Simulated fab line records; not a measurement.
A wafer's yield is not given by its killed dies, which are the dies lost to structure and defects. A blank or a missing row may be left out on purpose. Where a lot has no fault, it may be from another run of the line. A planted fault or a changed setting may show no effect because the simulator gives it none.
fab line records	flow berkeleyCmos170	part 1 of 2: steps 1 to 31 of 41
record: lots: 5	wafers: 15	lastDay: 11
route steps=331 shown NLDD@165 SPACER@171 PSD@175 NSD@187 BACKSIDE@199 SDANNEAL@204
lots that met no fault: taken from a fault-free run of the same line
startH: hours from the record's first day to the start of the lot's first wafer shown	waitH: hours since the lot's step before	" same as the row above	L1.1+2: a row that stands for several wafers	- value missing, or start not given	* or withheld: withheld	< > ~ a bound
route shown NAME@n: names a module that has steps shown in the file, with the first one's number in the route	usual: mean/standard deviation taken from wafers without a fault	same: alike in all rows	chamber/n: place in a boat	sites: the reading at each site	_std_site: the values' standard deviation	_edge_site: inner sites' mean taken away from outer sites' mean	radiusMm: for every site, how far away it sits from the centre of the wafer	mask NAME#n: copy n	behind: the last tool/chamber to shape the wafer	hold: what put the lot on hold/how long, in hours/how the hold closed	device: names the non-switching transistor (n, p or np)	end of line: the same wafers' tests at the end of the route	a step without rows: its recipe alone	killed: at the first sort, the dies lost to defects and structure; wafer yield is something else	map: a wafer's dies, marking killed ones x, the rest . and places with no die _
set.NAME: the run value of the setting; set.NAME@STEP: its run value at that earlier step	model.NAME: the simulator's own value behind a step, which no gauge read
a table for each step, a row for each wafer; lots at some steps of the route
services: a tool's chamber out of use, with start hour (startH, from the record's first day; less than 0 if before it), hours out, and reason
== steps ==
step: UCB170_NLDD_OVL_MEAS_07
usual: NLDD_OVL: 3/5.8
lot.wafer	tool	chamber	startH	waitH	NLDD_OVL[nm]
L075.1	overlay-01	-	145.94	0.1	4
L075.3	"	-	"	"	4
L075.6	"	-	"	"	-1
L079.1	overlay-02	-	159.16	0.1	4
L079.3	"	-	"	"	-3
L079.4	"	-	"	"	10
L082.2	overlay-01	-	165.96	0.1	0
L082.4	"	-	"	"	-3
L082.6	"	-	"	"	4
L087.1	overlay-01	-	200.56	0.1	0
L087.3	"	-	"	"	-4
L087.4	"	-	"	"	-4
L094.1	overlay-01	-	233.60	0.1	4
L094.3	"	-	"	"	4
L094.6	"	-	"	"	-5
step: UCB170_NLDD_IMPLANT_08
recipe: species: As	doseCm2: 5e+13	energyKev: 30	tiltDeg: 7	rotationDeg: 0
lot.wafer	tool	chamber	startH	waitH
L075.1+3+6	implanter-03	0	145.98	0.0
L079.1+3+4	implanter-02	0	159.19	0.0
L082.2+4+6	implanter-03	0	166.01	0.0
L087.1+3+4	implanter-03	0	200.59	0.0
L094.1+3+6	implanter-02	0	233.63	0.0
step: UCB170_NLDD_IMPLANT_09
recipe: species: As	doseCm2: 5e+13	energyKev: 30	tiltDeg: 7	rotationDeg: 180
lot.wafer	tool	chamber	startH	waitH
L075.1+3+6	implanter-03	0	146.13	0.1
L079.1+3+4	implanter-02	0	159.34	0.1
L082.2+4+6	implanter-03	0	166.16	0.1
L087.1+3+4	implanter-03	0	200.74	0.1
L094.1+3+6	implanter-02	0	233.78	0.1
step: UCB170_NLDD_STRIP_10
recipe: chemistry: O2	powerW: 400	pressureMtorr: 3500	platenTempC: withheld	o2FlowSccm: 400	overashFraction: 0.5
usual: drypumpMotorCurrentA: 5.8/0.52	o2FlowSccm: 400.0/1.4	oesProductAu: 0.734/0.0041	stripTimeToEndpointS: 21.62/0.047
lot.wafer	tool	chamber	startH	waitH	drypumpMotorCurrentA	o2FlowSccm	oesProductAu	rfHoursCounterH	stripTimeToEndpointS
L075.1	plasmaAsher-02	0	146.28	0.1	5.8	399.4	0.726	46	21.58
L075.3	"	0	"	"	5.8	398.5	0.737	-	21.61
L075.6	"	0	"	"	5.8	397.1	0.743	-	21.58
L079.1	plasmaAsher-01	0	159.49	0.1	6.5	398.8	0.738	36	21.59
L079.3	"	1	"	"	5.6	401.6	0.725	-	21.64
L079.4	"	0	"	"	6.5	399.7	0.736	-	21.63
L082.2	plasmaAsher-03	1	166.29	0.1	5.0	397.9	0.737	49	21.66
L082.4	"	1	"	"	5.0	400.4	0.729	-	21.64
L082.6	"	0	"	"	5.2	399.1	0.733	-	21.64
L087.1	plasmaAsher-03	0	200.89	0.1	5.2	400.0	0.731	52	21.67
L087.3	"	1	"	"	5.0	397.7	0.737	-	21.69
L087.4	"	0	"	"	5.2	399.9	0.733	-	21.65
L094.1	plasmaAsher-02	1	233.93	0.1	6.3	398.0	0.742	56	21.64
L094.3	"	0	"	"	5.9	401.1	0.738	-	21.66
L094.6	"	0	"	"	5.8	400.3	0.734	-	21.61
step: UCB170_NLDD_TW_MEAS_11
usual: NLDD_TW: 2229/20
lot.wafer	tool	chamber	startH	waitH	NLDD_TW
L075.1	filmMetro-03	-	146.38	0.1	2245
L075.3	"	-	"	"	2243
L075.6	"	-	"	"	2243
L079.1	filmMetro-01	-	159.59	0.1	2199
L079.3	"	-	"	"	2219
L079.4	"	-	"	"	2210
L082.2	filmMetro-01	-	166.40	0.1	2205
L082.4	"	-	"	"	2215
L082.6	"	-	"	"	2214
L087.1	filmMetro-03	-	200.99	0.1	2248
L087.3	"	-	"	"	2239
L087.4	"	-	"	"	2251
L094.1	filmMetro-03	-	234.03	0.1	2254
L094.3	"	-	"	"	2238
L094.6	"	-	"	"	2244
step: UCB170_NLDD_CLEAN_12
recipe: chemistry: SPM	tempC: 120	timeS: 600
usual: tempC: 119.98/0.14
lot.wafer	tool	chamber	startH	waitH	tempC
L075.1	wetBench-02	2	147.34	1.0	120.15
L075.3	"	2	"	"	120.02
L075.6	"	2	"	"	120.14
L079.1	wetBench-01	3	159.65	0.1	119.77
L079.3	"	3	"	"	119.97
L079.4	"	3	"	"	119.88
L082.2	wetBench-03	0	166.45	0.0	119.93
L082.4	"	0	"	"	120.04
L082.6	"	0	"	"	120.07
L087.1	wetBench-03	2	201.21	0.2	120.00
L087.3	"	2	"	"	119.97
L087.4	"	2	"	"	119.91
L094.1	wetBench-03	3	234.09	0.1	119.73
L094.3	"	3	"	"	119.85
L094.6	"	3	"	"	119.98
step: UCB170_SPACER_CVD_00
recipe: material: SiO2	targetThkNm: 376	tempC: 390	precursor: TEOS/O2	timeS: 47	rfW: 550	pressureMtorr: 9000
usual: heaterPowerW: 281/56
lot.wafer	tool	chamber	startH	waitH	heaterPowerW
L075.1	pecvd-01	2	147.73	0.0	208
L075.3	"	1	"	"	276
L075.6	"	2	"	"	226
L079.1	pecvd-04	0	159.83	0.0	284
L079.3	"	1	"	"	348
L079.4	"	2	"	"	247
L082.2	pecvd-01	0	166.62	0.0	332
L082.4	"	2	"	"	257
L082.6	"	1	"	"	290
L087.1	pecvd-04	2	201.40	0.0	266
L087.3	"	0	"	"	275
L087.4	"	2	"	"	271
L094.1	pecvd-01	2	234.27	0.0	241
L094.3	"	1	"	"	288
L094.6	"	1	"	"	297
step: UCB170_SPACER_THK_MEAS_01
recipe: reads: SiO2_of_SPACER_CVD_00
usual: SPACER_TEOS_THK: 375/4.8
lot.wafer	tool	chamber	startH	waitH	SPACER_TEOS_THK[nm]
L075.1	filmMetro-03	-	147.77	0.0	363
L075.3	"	-	"	"	366
L075.6	"	-	"	"	377
L079.1	filmMetro-03	-	159.87	0.0	371
L079.3	"	-	"	"	368
L079.4	"	-	"	"	379
L082.2	filmMetro-04	-	166.67	0.0	377
L082.4	"	-	"	"	374
L082.6	"	-	"	"	372
L087.1	filmMetro-03	-	201.45	0.0	381
L087.3	"	-	"	"	371
L087.4	"	-	"	"	376
L094.1	filmMetro-04	-	234.31	0.0	373
L094.3	"	-	"	"	371
L094.6	"	-	"	"	380
step: UCB170_SPACER_ANNEAL_02
recipe: tempC: 900	timeS: 1800	ambient: N2
lot.wafer	tool	chamber	startH	waitH
L075.1+3+6	furnace-01	0	150.34	2.6
L079.1+3+4	furnace-01	0	162.21	2.3
L082.2+4+6	furnace-03	0	169.89	3.2
L087.1+3+4	furnace-04	0	204.89	3.4
L094.1+3+6	furnace-01	0	236.30	2.0
step: UCB170_SPACER_ETCHBACK_03
recipe: stopOn: Si	target: SiO2	chemistry: CHF3/CF4/Ar	CHF3_flow_sccm: 50	cf4FlowSccm: 10	Ar_flow_sccm: 120	pressureMtorr: 200	rfW: 500	targetDepthA: 3760	timeS: 100
usual: drypumpMotorCurrentA: 5.7/0.41	oesProductAu: 0.901/0.019	throttleValvePct: 6.49/0.13
lot.wafer	tool	chamber	startH	waitH	drypumpMotorCurrentA	oesProductAu	rfHoursCounterH	throttleValvePct
L075.1	rieDiel-04	2	151.84	0.0	5.8	0.868	44	6.54
L075.3	"	0	"	"	5.1	0.863	25	6.46
L075.6	"	0	"	"	5.2	0.865	-	6.45
L079.1	rieDiel-03	3	163.71	0.0	6.2	0.919	16	6.52
L079.3	"	2	"	"	5.7	0.874	16	6.36
L079.4	"	1	"	"	6.0	0.928	101	6.56
L082.2	rieDiel-01	0	171.39	0.0	5.1	0.900	137	6.66
L082.4	"	1	"	"	5.6	0.900	0	6.26
L082.6	"	0	"	"	5.1	0.899	-	6.67
L087.1	rieDiel-01	2	206.46	0.1	5.9	0.908	38	6.48
L087.3	"	0	"	"	5.0	0.899	138	6.66
L087.4	"	1	"	"	5.6	0.903	2	6.24
L094.1	rieDiel-03	2	237.80	0.0	5.7	0.880	21	6.37
L094.3	"	0	"	"	5.9	0.910	113	6.49
L094.6	"	0	"	"	5.9	0.933	-	6.50
step: UCB170_PSD_HMDS_00
recipe: primeTimeS: 60	primeTempC: 100
same: primeTimeS: 60
lot.wafer	tool	chamber	startH	waitH
L075.1+3+6	lithoTrack-02	0	151.91	0.0
L079.1+3+4	lithoTrack-03	0	163.86	0.1
L082.2+4+6	lithoTrack-04	0	171.49	0.1
L087.1+3+4	lithoTrack-03	0	206.91	0.4
L094.1+3+6	lithoTrack-03	0	238.14	0.3
step: UCB170_PSD_COAT_01
recipe: resist: KrF	spinRpm: 1500	resistThkNm: 900
lot.wafer	tool	chamber	startH	waitH
L075.1+3+6	lithoTrack-02	0	152.06	0.1
L079.1+3+4	lithoTrack-03	0	164.01	0.1
L082.2+4+6	lithoTrack-04	0	171.64	0.1
L087.1+3+4	lithoTrack-03	0	207.06	0.1
L094.1+3+6	lithoTrack-03	0	238.29	0.1
step: UCB170_PSD_SOFTBAKE_02
recipe: resist: KrF	tempC: 130	timeS: 60
lot.wafer	tool	chamber	startH	waitH
L075.1+3+6	lithoTrack-02	0	152.21	0.1
L079.1+3+4	lithoTrack-03	0	164.16	0.1
L082.2+4+6	lithoTrack-04	0	171.79	0.1
L087.1+3+4	lithoTrack-03	0	207.21	0.1
L094.1+3+6	lithoTrack-03	0	238.44	0.1
step: UCB170_PSD_EXPOSE_03
recipe: maskId: PSELECT_MOD	na: 0.5	sigmaOuter: 0.6	sourceShape: conventional	targetCdNm: 1200	doseMj: 30
usual: reticleTempC: 22.99/0.1
lot.wafer	tool	chamber	startH	waitH	mask	reticleTempC
L075.1	krfScanner-01	0	152.36	0.1	PSELECT_MOD#0	23.09
L075.3	"	0	"	"	PSELECT_MOD#0	23.07
L075.6	"	0	"	"	PSELECT_MOD#0	22.98
L079.1	krfScanner-01	0	164.44	0.2	PSELECT_MOD#0	23.05
L079.3	"	0	"	"	PSELECT_MOD#0	22.87
L079.4	"	0	"	"	PSELECT_MOD#0	23.01
L082.2	krfScanner-02	0	172.15	0.3	PSELECT_MOD#0	22.87
L082.4	"	0	"	"	PSELECT_MOD#0	23.03
L082.6	"	0	"	"	PSELECT_MOD#0	23.12
L087.1	krfScanner-02	0	207.39	0.1	PSELECT_MOD#0	22.78
L087.3	"	0	"	"	PSELECT_MOD#0	23.06
L087.4	"	0	"	"	PSELECT_MOD#0	22.98
L094.1	krfScanner-02	0	238.88	0.4	PSELECT_MOD#0	22.93
L094.3	"	0	"	"	PSELECT_MOD#0	22.79
L094.6	"	0	"	"	PSELECT_MOD#0	22.97
step: UCB170_PSD_PEB_04
recipe: pebTempC: 130	pebTimeS: withheld	resist: KrF
lot.wafer	tool	chamber	startH	waitH
L075.1+3+6	lithoTrack-04	0	152.48	0.1
L079.1+3+4	lithoTrack-02	0	164.79	0.3
L082.2+4+6	lithoTrack-02	0	172.27	0.1
L087.1+3+4	lithoTrack-03	0	207.64	0.2
L094.1+3+6	lithoTrack-02	0	239.35	0.4
step: UCB170_PSD_DEVELOP_05
recipe: developer: TMAH	developTimeS: 45	resist: KrF	devTempC: 21
lot.wafer	tool	chamber	startH	waitH
L075.1+3+6	lithoTrack-04	0	-	-
L079.1+3+4	lithoTrack-02	0	-	-
L082.2+4+6	lithoTrack-02	0	-	-
L087.1+3+4	lithoTrack-03	0	-	-
L094.1+3+6	lithoTrack-02	0	-	-
step: UCB170_PSD_CD_MEAS_06
recipe: targetCdNm: 1200
usual: cdNm: 1200.3/1.5
lot.wafer	tool	chamber	startH	waitH	cdNm
L075.1	cdSem-02	-	152.75	-	1200.7
L075.3	"	-	"	"	1197.8
L075.6	"	-	"	"	1199.6
L079.1	cdSem-01	-	165.07	-	1201.7
L079.3	"	-	"	"	1202.5
L079.4	"	-	"	"	1202.3
L082.2	cdSem-02	-	172.54	-	1200.7
L082.4	"	-	"	"	1201.7
L082.6	"	-	"	"	1202.3
L087.1	cdSem-01	-	207.91	-	1200.0
L087.3	"	-	"	"	1201.6
L087.4	"	-	"	"	1201.3
L094.1	cdSem-01	-	239.65	-	1201.3
L094.3	"	-	"	"	1199.6
L094.6	"	-	"	"	1200.5
step: UCB170_PSD_OVL_MEAS_07
usual: PSD_OVL: -1/5.4
lot.wafer	tool	chamber	startH	waitH	PSD_OVL[nm]
L075.1	overlay-01	-	152.87	0.1	-5
L075.3	"	-	"	"	-3
L075.6	"	-	"	"	-1
L079.1	overlay-02	-	165.19	0.1	-2
L079.3	"	-	"	"	3
L079.4	"	-	"	"	0
L082.2	overlay-01	-	172.65	0.1	2
L082.4	"	-	"	"	-2
L082.6	"	-	"	"	0
L087.1	overlay-02	-	208.03	0.1	4
L087.3	"	-	"	"	0
L087.4	"	-	"	"	6
L094.1	overlay-01	-	239.77	0.1	-3
L094.3	"	-	"	"	-5
L094.6	"	-	"	"	-2
step: UCB170_PSD_IMPLANT_08
recipe: species: B	doseCm2: 3e+15	energyKev: 20	tiltDeg: 7
lot.wafer	tool	chamber	startH	waitH
L075.1+3+6	implanter-04	0	152.91	0.0
L079.1+3+4	implanter-02	0	165.22	0.0
L082.2+4+6	implanter-01	0	172.70	0.0
L087.1+3+4	implanter-04	0	208.07	0.0
L094.1+3+6	implanter-04	0	239.80	0.0
step: UCB170_PSD_STRIP_09
recipe: chemistry: O2	powerW: 400	pressureMtorr: 3500	platenTempC: withheld	o2FlowSccm: 400	overashFraction: 0.5
usual: drypumpMotorCurrentA: 5.5/0.43	o2FlowSccm: 399.9/1.2	oesProductAu: 0.601/0.0048	stripTimeToEndpointS: 29.40/0.079
lot.wafer	tool	chamber	startH	waitH	drypumpMotorCurrentA	o2FlowSccm	oesProductAu	rfHoursCounterH	stripTimeToEndpointS
L075.1	plasmaAsher-03	1	153.06	0.1	5.0	397.3	0.609	48	29.46
L075.3	"	0	"	"	5.2	401.3	0.597	-	29.48
L075.6	"	0	"	"	5.2	401.4	0.613	-	29.53
L079.1	plasmaAsher-02	0	165.37	0.1	5.9	400.4	0.600	47	29.44
L079.3	"	0	"	"	5.8	400.8	0.602	-	29.55
L079.4	"	1	"	"	6.3	401.2	0.599	-	29.40
L082.2	plasmaAsher-03	1	172.83	0.1	5.0	402.2	0.607	49	29.34
L082.4	"	1	"	"	5.0	401.5	0.595	-	29.41
L082.6	"	1	"	"	5.0	399.8	0.599	-	29.36
L087.1	plasmaAsher-04	0	208.22	0.1	5.5	399.8	0.598	8	29.32
L087.3	"	0	"	"	5.5	398.7	0.593	-	29.29
L087.4	"	1	"	"	5.6	399.1	0.603	-	29.29
L094.1	plasmaAsher-04	0	239.95	0.1	5.5	399.4	0.599	13	29.33
L094.3	"	0	"	"	5.5	398.5	0.601	-	29.27
L094.6	"	0	"	"	5.5	400.8	0.610	-	29.30
step: UCB170_PSD_TW_MEAS_10
usual: PSD_TW: 2343/21
lot.wafer	tool	chamber	startH	waitH	PSD_TW
L075.1	filmMetro-02	-	153.16	0.1	2350
L075.3	"	-	"	"	2363
L075.6	"	-	"	"	2373
L079.1	filmMetro-01	-	165.47	0.1	2308
L079.3	"	-	"	"	2333
L079.4	"	-	"	"	2322
L082.2	filmMetro-01	-	172.94	0.1	2311
L082.4	"	-	"	"	2320
L082.6	"	-	"	"	2313
L087.1	filmMetro-01	-	208.32	0.1	2307
L087.3	"	-	"	"	2304
L087.4	"	-	"	"	2322
L094.1	filmMetro-02	-	240.05	0.1	2374
L094.3	"	-	"	"	2362
L094.6	"	-	"	"	2369
step: UCB170_PSD_CLEAN_11
recipe: chemistry: SPM	tempC: 120	timeS: 600
usual: tempC: 119.99/0.14
lot.wafer	tool	chamber	startH	waitH	tempC
L075.1	wetBench-02	2	153.22	0.1	120.05
L075.3	"	2	"	"	119.88
L075.6	"	2	"	"	120.00
L079.1	wetBench-01	2	165.53	0.1	120.11
L079.3	"	2	"	"	119.88
L079.4	"	2	"	"	120.04
L082.2	wetBench-04	0	173.90	1.0	119.82
L082.4	"	0	"	"	119.96
L082.6	"	0	"	"	119.82
L087.1	wetBench-01	3	208.47	0.1	119.69
L087.3	"	3	"	"	119.77
L087.4	"	3	"	"	119.80
L094.1	wetBench-04	3	240.91	0.8	120.04
L094.3	"	3	"	"	120.25
L094.6	"	3	"	"	120.21
step: UCB170_NSD_HMDS_00
recipe: primeTimeS: 60	primeTempC: 100
same: primeTimeS: 60
lot.wafer	tool	chamber	startH	waitH
L075.1+3+6	lithoTrack-01	0	153.41	0.0
L079.1+3+4	lithoTrack-04	0	165.86	0.2
L082.2+4+6	lithoTrack-01	0	174.47	0.4
L087.1+3+4	lithoTrack-01	0	208.98	0.3
L094.1+3+6	lithoTrack-04	0	242.03	0.9
step: UCB170_NSD_COAT_01
recipe: resist: KrF	spinRpm: 1500	resistThkNm: 900
lot.wafer	tool	chamber	startH	waitH
L075.1+3+6	lithoTrack-01	0	153.56	0.1
L079.1+3+4	lithoTrack-04	0	166.01	0.1
L082.2+4+6	lithoTrack-01	0	174.62	0.1
L087.1+3+4	lithoTrack-01	0	209.13	0.1
L094.1+3+6	lithoTrack-04	0	242.18	0.1
step: UCB170_NSD_SOFTBAKE_02
recipe: resist: KrF	tempC: 130	timeS: 60
lot.wafer	tool	chamber	startH	waitH
L075.1+3+6	lithoTrack-01	0	153.71	0.1
L079.1+3+4	lithoTrack-04	0	166.16	0.1
L082.2+4+6	lithoTrack-01	0	174.77	0.1
L087.1+3+4	lithoTrack-01	0	209.28	0.1
L094.1+3+6	lithoTrack-04	0	242.33	0.1
step: UCB170_NSD_EXPOSE_03
recipe: maskId: NSELECT_MOD	na: 0.5	sigmaOuter: 0.6	sourceShape: conventional	targetCdNm: 1200	doseMj: 30
usual: reticleTempC: 22.99/0.11
lot.wafer	tool	chamber	startH	waitH	mask	reticleTempC
L075.1	krfScanner-02	0	153.86	0.1	NSELECT_MOD#0	22.92
L075.3	"	0	"	"	NSELECT_MOD#0	23.04
L075.6	"	0	"	"	NSELECT_MOD#0	22.96
L079.1	krfScanner-01	0	166.44	0.2	NSELECT_MOD#0	22.97
L079.3	"	0	"	"	NSELECT_MOD#0	23.02
L079.4	"	0	"	"	NSELECT_MOD#0	23.02
L082.2	krfScanner-02	0	175.18	0.4	NSELECT_MOD#0	23.19
L082.4	"	0	"	"	NSELECT_MOD#0	23.08
L082.6	"	0	"	"	NSELECT_MOD#0	22.94
L087.1	krfScanner-01	0	209.58	0.3	NSELECT_MOD#0	22.99
L087.3	"	0	"	"	NSELECT_MOD#0	23.00
L087.4	"	0	"	"	NSELECT_MOD#0	23.24
L094.1	krfScanner-01	0	242.70	0.3	NSELECT_MOD#0	23.14
L094.3	"	0	"	"	NSELECT_MOD#0	23.09
L094.6	"	0	"	"	NSELECT_MOD#0	23.31
step: UCB170_NSD_PEB_04
recipe: pebTempC: 130	pebTimeS: withheld	resist: KrF
lot.wafer	tool	chamber	startH	waitH
L075.1+3+6	lithoTrack-04	0	153.98	0.1
L079.1+3+4	lithoTrack-01	0	166.55	0.1
L082.2+4+6	lithoTrack-01	0	175.47	0.3
L087.1+3+4	lithoTrack-04	0	210.31	0.7
L094.1+3+6	lithoTrack-01	0	243.53	0.8
step: UCB170_NSD_DEVELOP_05
recipe: developer: TMAH	developTimeS: 45	resist: KrF	devTempC: 21
lot.wafer	tool	chamber	startH	waitH
L075.1+3+6	lithoTrack-04	0	-	-
L079.1+3+4	lithoTrack-01	0	-	-
L082.2+4+6	lithoTrack-01	0	-	-
L087.1+3+4	lithoTrack-04	0	-	-
L094.1+3+6	lithoTrack-01	0	-	-
step: UCB170_NSD_CD_MEAS_06
recipe: targetCdNm: 1200
usual: cdNm: 1200.1/1.7
lot.wafer	tool	chamber	startH	waitH	cdNm
L075.1	cdSem-02	-	154.25	-	1200.0
L075.3	"	-	"	"	1199.6
L075.6	"	-	"	"	1199.8
L079.1	cdSem-02	-	166.83	-	1199.7
L079.3	"	-	"	"	1201.6
L079.4	"	-	"	"	1199.9
L082.2	cdSem-02	-	175.74	-	1201.3
L082.4	"	-	"	"	1203.0
L082.6	"	-	"	"	1201.0
L087.1	cdSem-02	-	210.59	-	1198.6
L087.3	"	-	"	"	1198.8
L087.4	"	-	"	"	1199.0
L094.1	cdSem-01	-	243.80	-	1196.0
L094.3	"	-	"	"	1197.9
L094.6	"	-	"	"	1196.9
step: UCB170_NSD_OVL_MEAS_07
usual: NSD_OVL: 0/6.1
lot.wafer	tool	chamber	startH	waitH	NSD_OVL[nm]
L075.1	overlay-01	-	154.37	0.1	-3
L075.3	"	-	"	"	-6
L075.6	"	-	"	"	-2
L079.1	overlay-01	-	166.95	0.1	-7
L079.3	"	-	"	"	-10
L079.4	"	-	"	"	-1
L082.2	overlay-01	-	175.84	0.1	4
L082.4	"	-	"	"	6
L082.6	"	-	"	"	8
L087.1	overlay-01	-	210.71	0.1	4
L087.3	"	-	"	"	10
L087.4	"	-	"	"	6
L094.1	overlay-02	-	243.92	0.1	6
L094.3	"	-	"	"	1
L094.6	"	-	"	"	2
step: UCB170_NSD_IMPLANT_08
recipe: species: P	doseCm2: 3e+15	energyKev: 40	tiltDeg: 7
lot.wafer	tool	chamber	startH	waitH
L075.1+3+6	implanter-04	0	154.41	0.0
L079.1+3+4	implanter-03	0	166.98	0.0
L082.2+4+6	implanter-01	0	175.90	0.0
L087.1+3+4	implanter-04	0	210.74	0.0
L094.1+3+6	implanter-04	0	243.96	0.0
